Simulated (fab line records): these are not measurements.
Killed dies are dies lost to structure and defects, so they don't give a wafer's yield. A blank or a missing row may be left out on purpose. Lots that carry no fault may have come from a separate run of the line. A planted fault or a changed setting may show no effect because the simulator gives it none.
Split-lot study -- flow rit cmos -- route with 202 steps; 5 lots, 23 wafers read

THE SPLIT ITSELF
At RIT_FOX1_OXIDATION_00 (target thk 350.7 nm, ox time 1130 s), the setting temp c was moved away from the recipe's 1100 C on 15 of the 23 wafers read, by -2.7% to -1.3%. The other wafers ran this setting at the recipe's value.

No step appears in the file between the split and the reading.

THE READING
FOX1_OXIDE_THK, in nm, at RIT_FOX1_THK_MEAS_01. On this fab line, fault-free wafers typically give 350 nm with a standard deviation of 6.6 nm.

wafer,"tool, chamber at the split","temp c as run, C",against the recipe,"FOX1_OXIDE_THK, nm",against lot-mates on the recipe
L078.1,"-, -",1100,recipe,348,-
L078.2,"-, -",1100,recipe,347,-
L078.3,"-, -",1100,recipe,343,-
L078.5,"-, -",1100,recipe,347,-
L078.6,"-, -",1100,recipe,348,-
L079.1,"-, -",1086,-1.3%,330,no lot-mate on the recipe
L079.2,"-, -",1086,-1.3%,327,no lot-mate on the recipe
L079.4,"-, -",1086,-1.3%,326,no lot-mate on the recipe
L079.5,"-, -",1086,-1.3%,324,no lot-mate on the recipe
L079.6,"-, -",1086,-1.3%,327,no lot-mate on the recipe
L080.1,"-, -",1070,-2.7%,299,no lot-mate on the recipe
L080.2,"-, -",1070,-2.7%,294,no lot-mate on the recipe
L080.3,"-, -",1070,-2.7%,294,no lot-mate on the recipe
L080.4,"-, -",1070,-2.7%,294,no lot-mate on the recipe
L080.5,"-, -",1070,-2.7%,301,no lot-mate on the recipe
L083.1,"-, -",1083,-1.5%,313,no lot-mate on the recipe
L083.2,"-, -",1083,-1.5%,310,no lot-mate on the recipe
L083.3,"-, -",1083,-1.5%,316,no lot-mate on the recipe
L083.4,"-, -",1083,-1.5%,317,no lot-mate on the recipe
L083.6,"-, -",1083,-1.5%,318,no lot-mate on the recipe
L084.1,"furnace-01, 0",1100,recipe,351,-
L084.4,"furnace-01, 0",1100,recipe,353,-
L084.6,"furnace-01, 0",1100,recipe,355,-

THE FIT
A straight line over all 23 wafers: FOX1_OXIDE_THK changes by +19.6 nm for each +1% of temp c; r = +0.98; the points scatter about the line by 3.9 nm.
Too few moved wafers with a lot-mate on the recipe to fit a line net of each lot's own level.

THE WHOLE CHAIN: every reading that the file lists as answering this split, in the file's order
step,what it does,reading,change (the file's fit),r (the file's)
RIT_FOX1_OXIDATION_00,"target thk 350.7 nm, ox time 1130 s","SiO2_of_FOX1_OXIDATION_00.thk nm (the simulator's own value, which no gauge read)",+19.5 nm for each +1% of the setting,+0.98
RIT_FOX1_THK_MEAS_01,,FOX1_OXIDE_THK,+19.5 for each +1% of the setting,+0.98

FILE'S OWN FIT
FOX1_OXIDE_THK changes by +19.5 nm for each +1% of temp c, r = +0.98.
